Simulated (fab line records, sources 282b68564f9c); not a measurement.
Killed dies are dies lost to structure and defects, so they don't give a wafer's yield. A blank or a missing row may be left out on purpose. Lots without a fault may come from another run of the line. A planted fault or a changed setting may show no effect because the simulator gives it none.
Split-lot experiment | flow rit_cmos | 5 lots, 23 wafers read, on a route of 202 steps

THE SPLIT
At RIT_PWELL_IMPLANT_08, the setting energy_kev was moved away from the recipe's 170 on 8 of the 23 wafers read, by -2.8% to +5.0%. The other wafers ran this setting at the recipe's value.

The reading is taken at the split's own step.

THE READING
implant.drp_nm (the simulator's own value, which no gauge read), in nm, at RIT_PWELL_IMPLANT_08. The file gives no usual value for it.

wafer  | tool, chamber at the split | energy_kev as run | against the recipe | implant.drp_nm, nm | against lot-mates on the recipe
L074.3 | implanter-03, 0            | 170               | recipe             | 102.9              | -
L074.5 | implanter-03, 0            | 170               | recipe             | 102.9              | -
L074.6 | implanter-03, 0            | 170               | recipe             | 102.9              | -
L076.1 | implanter-04, 0            | 170               | recipe             | 102.9              | -
L076.3 | implanter-04, 0            | 170               | recipe             | 102.9              | -
L076.4 | implanter-04, 0            | 170               | recipe             | 102.9              | -
L076.5 | implanter-04, 0            | 170               | recipe             | 102.9              | -
L076.6 | implanter-04, 0            | 170               | recipe             | 102.9              | -
L077.1 | implanter-03, 0            | 174.6             | +2.7%              | 103.6              | +0.7
L077.5 | implanter-03, 0            | 174.6             | +2.7%              | 103.6              | +0.7
L077.2 | implanter-03, 0            | 170               | recipe             | 102.9              | -
L077.4 | implanter-03, 0            | 170               | recipe             | 102.9              | -
L077.6 | implanter-03, 0            | 170               | recipe             | 102.9              | -
L080.1 | implanter-04, 0            | 170               | recipe             | 102.9              | -
L080.4 | implanter-04, 0            | 170               | recipe             | 102.9              | -
L080.2 | implanter-04, 0            | 178.5             | +5.0%              | 104.2              | +1.3
L080.3 | implanter-04, 0            | 178.5             | +5.0%              | 104.2              | +1.3
L080.5 | implanter-04, 0            | 178.5             | +5.0%              | 104.2              | +1.3
L083.1 | implanter-04, 0            | 165.3             | -2.8%              | 101.9              | -1.0
L083.3 | implanter-04, 0            | 165.3             | -2.8%              | 101.9              | -1.0
L083.6 | implanter-04, 0            | 165.3             | -2.8%              | 101.9              | -1.0
L083.2 | implanter-04, 0            | 170               | recipe             | 102.9              | -
L083.5 | implanter-04, 0            | 170               | recipe             | 102.9              | -

THE FIT
A straight line over all 23 wafers: implant.drp_nm changes by +0.286 nm for each +1% of energy_kev; r = +0.99; the points scatter about the line by 0.08 nm.
The same after taking each lot's own level away (the mean of its wafers on the recipe; 23 wafers): +0.286 nm for each +1%; r = +0.99; scatter 0.08 nm.
On that fit, the largest move of energy_kev shifts the reading by 1.4 nm.
The lots' own levels span 102.90 to 102.90 nm.
So the lot-to-lot level changes the slope little: the two slopes agree.
Check: with one of the wafers moved furthest among these (+5.0%) left out of the fit, the line predicts +1.4 nm for it against its lot-mates. It came out at +1.3 nm against them.

OTHER SPLITS ON THESE WAFERS
These wafers also went through other splits before the reading. Each is held against what the fit with the lots' levels taken away leaves over:
other split on the same wafers  | wafers away from the commonest value | r with implant.drp_nm (lot level and that fit taken away)
RIT_ACTIVE_OXIDATION_01 temp_c  | 10                                   | +0.21
RIT_ACTIVE_EXPOSE_08 dose_mj    | 11                                   | +0.03
RIT_FOX2_OXIDATION_00 ox_time_s | 10                                   | +0.37
RIT_NWELL_IMPLANT_08 dose_cm2   | 6                                    | +0.01

THE WHOLE CHAIN: every reading that the file lists as answering this split, in the file's order
step                 | what it does | reading                                                         | change (the file's fit)               | r (the file's)
RIT_PWELL_IMPLANT_08 |              | implant.rp_nm (the simulator's own value, which no gauge read)  | +3.65 nm for each +1% of the setting  | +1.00
RIT_PWELL_IMPLANT_08 |              | implant.drp_nm (the simulator's own value, which no gauge read) | +0.286 nm for each +1% of the setting | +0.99

THE FILE'S OWN FIT
implant.drp_nm changes by +0.286 nm for each +1% of energy_kev, r = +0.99.
